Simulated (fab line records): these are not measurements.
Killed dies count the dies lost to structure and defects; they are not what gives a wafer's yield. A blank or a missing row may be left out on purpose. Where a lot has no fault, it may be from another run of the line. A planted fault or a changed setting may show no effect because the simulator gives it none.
2 desks looking at one fault    flow berkeley cmos170    each desk holds nothing but its own numbers, with what lay behind them at the end

## FROM THE METROLOGY DESK
Means of the sampled wafers that have a number, per lot and without regard to the tool the lot ran on: this is what the gauges read. Marked OUT: a lot whose mean sits more than 4 standard deviations from the usual mean, which makes it out of limits; the brackets give that distance.
Columns: A = FIELD_OXIDE_LEFT_1_THK at UCB170_FIELD_THK_MEAS_90, usual 441 nm; B = cd nm at UCB170_M3_CD_MEAS_15, usual 699.8 nm
lot   first seen here  A    B
L675  day 5 06:29      430  701.1
L676  day 5 06:34      445  697.3
L677  day 5 13:44      431  699.3
L679  day 6 05:19      432  698.9
L681  day 6 21:30      443  698.9
L683  day 6 21:31      450  701.0
L684  day 6 21:31      449  699.6
L682  day 6 21:34      445  699.5
L689  day 8 22:42      442  699.5
L693  day 9 06:37      447  700.7
L694  day 9 23:27      433  698.9
L696  day 10 13:52     444  701.0
L698  day 10 13:55     425  702.7
L697  day 10 13:57     439  698.9
This desk's finding: nothing out of limits on any of the 14 lots.

## TOOL OWNER'S DESK, rie diel-03
The tool's own readings at UCB170_V2_ETCH_14 (etches SiO2 in CHF3/CF4/Ar, stops on Al, target depth 1250 nm, time 291 s): means of the sampled wafers that have a number, for each lot that ran on this tool. Marked OUT: a lot whose mean sits more than 4 standard deviations from the usual mean, which makes it out of limits; the brackets give that distance.
Columns: A = drypump motor current A at UCB170_V2_ETCH_14, usual 5.8 A; B = oes product au at UCB170_V2_ETCH_14, usual 0.872 a.u.; C = rf fwd power W at UCB170_V2_ETCH_14, usual 698.2 W; D = throttle valve pct at UCB170_V2_ETCH_14, usual 6.92 %
lot   first seen here  A    B                 C      D
L676  day 8 12:25      5.6  0.870             701.2  6.87
L689  day 12 02:16     5.8  0.976 (+8.7) OUT  698.5  6.95
L693  day 12 10:49     5.8  0.960 (+7.4) OUT  700.2  6.90
This desk finds L689, L693 out of limits, L689 being first, at day 12 02:16 (oes product au at UCB170_V2_ETCH_14). Within limits: L676.

## ALL TOGETHER
An alarm could have come from the tool owner's desk at day 12 02:16, on L689, L693.
From the metrology desk's view, nothing was out of limits.
The metrology desk holds a record of L689, L693, inside its limits.
All the named lots went through UCB170_V2_ETCH_14 on rie diel-03.

## WHAT WAS PUT IN BY THE SIMULATOR
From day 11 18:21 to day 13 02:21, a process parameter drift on rie diel-03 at UCB170_V2_ETCH_14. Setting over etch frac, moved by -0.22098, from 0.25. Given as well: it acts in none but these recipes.
Lots struck among those shown: L689, L693.
Delay in hours, fault start to first out-of-limits reading, by desk: the tool owner's desk at 8.
